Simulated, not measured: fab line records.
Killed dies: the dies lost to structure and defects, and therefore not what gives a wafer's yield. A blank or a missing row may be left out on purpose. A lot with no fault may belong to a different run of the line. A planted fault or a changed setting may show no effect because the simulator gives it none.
Problem report in the 8D (eight disciplines) form, filled by code | flow berkeley_cmos170 | the parts of the form that need people (team, actions taken, sign-off) are left out

== 1. THE PROBLEM ==
A mean of 0.851 a.u. is read at UCB170_M3_ETCH_17 for oes_product_au, taken on 1 wafer of 1 lot, against 1.010 a.u. (standard deviation 0.022) on wafers free of any fault. That is -7.2 standard deviations from the usual mean.
The step: etches BARC in N2/H2.
The first sign was on wafer L814.4 at day 12 02:46, on rie_diel-03. The record has a number at this step for 39 wafers belonging to 13 lots. The rule behind "out" and "out of limits": a value lying over 4 standard deviations away from the usual mean. All remaining wafers that have a number are taken as sound.

== 2. WHAT THIS IS AND IS NOT ==
question                    | is                | is not
which readings at this step | oes_product_au    | drypump_motor_current_A, rf_fwd_power_W, throttle_valve_pct
which lots                  | L814              | L795, L796, L797, L799, L801, L802, L803, L804, L805, L812, L813, L816
which wafers of those lots  | L814.4            | L814.2, L814.5
read on which tools         | rie_diel-03       | rie_diel-01, rie_diel-04
when                        | from day 12 02:46 | up to then (35 sound wafers); but 3 sound wafers of L816 came after

== 3. SUSPECTS, AND WHAT RULES EACH OUT ==
Counting: if a tool at a process step up to the reading ran every lot that is out, it stays a suspect. Sound lots after the first of them don't rule it out here, since some wafers of a struck lot are sound.
- plasma_asher-03 at UCB170_M2_STRIP_19 (strips in O2): kept. L814, the lot that is out, went through it at day 11 19:11; up to then, the latest sound lot through it was L812 at day 11 06:04.
- rie_diel-03 at UCB170_M3_ETCH_17 (etches BARC in N2/H2): kept. L814, the lot that is out, went through it at day 12 02:46; up to then, the latest sound lot through it was L803 at day 9 15:27. On those wafers its own readings are out: oes_product_au.
- Within plasma_asher-03 at UCB170_M2_STRIP_19, the wafers that are out were processed in chamber 0 and their sound lot-mates in chamber 1.
- Within rie_diel-03 at UCB170_M3_ETCH_17, the wafers that are out were processed in chamber 1 and their sound lot-mates in chamber 2.
After counting, plasma_asher-03 at UCB170_M2_STRIP_19 and rie_diel-03 at UCB170_M3_ETCH_17 remain.

== 4. THE CAUSE (what the simulator had put in) ==
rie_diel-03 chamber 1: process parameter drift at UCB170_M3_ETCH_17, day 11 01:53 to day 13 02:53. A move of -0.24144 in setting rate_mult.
This tool is one of the 2 suspects left after counting.

== 5. SEQUENCE OF EFFECTS, ordered by route ==
Rows list readings where the struck wafers' mean (over those with a number) sits beyond 3 standard deviations from the usual. Only readings whose record carries a usual standard deviation are examined. hours: median over the lots of the time between each lot's start at the first step of this table that gives one and its start at this step. sigmas: the change, counted in usual standard deviations.
hours | step              | reading        | usual      | on struck wafers | change | sigmas
0     | UCB170_M3_ETCH_17 | oes_product_au | 1.010 a.u. | 0.851            | -0.159 | -7.2
Its process steps:
- UCB170_M3_ETCH_17: etches BARC in N2/H2.

== 6. HOW IT WOULD HAVE BEEN CAUGHT EARLIER ==
25 hours passed between the start of the fault at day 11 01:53 and the first reading out of limits in this record, taken at day 12 02:46.
